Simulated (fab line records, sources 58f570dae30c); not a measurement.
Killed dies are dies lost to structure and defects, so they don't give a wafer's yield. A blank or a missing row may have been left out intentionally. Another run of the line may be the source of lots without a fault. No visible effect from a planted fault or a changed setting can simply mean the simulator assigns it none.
Matching of chambers ; flow berkeleyCmos170 ; UCB170_ZERO_ETCH_06 on rieDiel-04: 4 sister chambers
The step etches SiO2 in CHF3/CF4/Ar, time 12 s. 16 wafers are shown with their chamber, then 8 later ones without.

== WAFERS, EACH WITH ITS CHAMBER ==
wafer;chamber;throttleValvePct (%);drypumpMotorCurrentA (A);oesProductAu (a.u.)
L497.2;0;9.16;5.9;0.617
L497.3;1;9.52;5.9;0.637
L497.5;3;9.18;5.5;0.599
L498.3;3;9.19;5.5;0.602
L498.4;2;9.37;5.6;0.600
L498.6;0;9.14;5.8;0.599
L507.3;3;9.18;5.5;0.603
L507.4;0;9.15;5.8;0.607
L507.6;0;9.14;5.8;0.611
L508.2;1;9.51;5.9;0.634
L508.3;3;9.17;5.5;0.606
L508.5;0;9.15;5.9;0.605
L512.2;1;9.50;5.9;0.639
L512.3;3;9.17;5.5;0.612
L512.5;3;9.18;5.5;0.596
L513.4;2;9.37;5.6;0.605

SIGNATURES (averages over the wafers above)
reading;chamber 0;chamber 1;chamber 2;chamber 3;scatter within a chamber
throttleValvePct;9.1480;9.5100;9.3700;9.1783;0.00798
drypumpMotorCurrentA;5.840;5.900;5.600;5.500;0.0316
oesProductAu;0.60780;0.63667;0.60250;0.60300;0.00549
Rule: for each reading, subtract the chamber's mean from the wafer's reading, divide by that reading's scatter and square the result; add these up over the readings and take the root, which gives the wafer's distance from the chamber. If the next closest chamber is less than 2 further off than the closest, the wafer can't be placed; otherwise it belongs to the closest. The scatter is the square root of a quotient: the sum, over the shown wafers, of each reading's squared deviation from its chamber's mean, divided by wafers minus chambers.

== WAFERS WHOSE CHAMBER IS MISSING ==
wafer;throttleValvePct (%);drypumpMotorCurrentA (A);oesProductAu (a.u.)
L513.5;9.14;5.9;0.614
L513.6;9.16;5.5;0.596
L515.2;9.14;5.8;0.620
L515.5;9.13;5.9;0.613
L515.6;9.50;5.9;0.637
L517.1;9.53;5.9;0.632
L517.3;9.37;5.6;0.611
L517.5;9.19;5.5;0.602

== THE CHAMBER EACH PASSED THROUGH ==
wafer;from the rows above;in truth
L513.5;0;0
L513.6;3;3
L515.2;0;0
L515.5;0;0
L515.6;1;1
L517.1;1;1
L517.3;2;2
L517.5;3;3
Correctly placed: 8 of 8. Not placeable from these rows: 0. Number placed wrongly: 0.
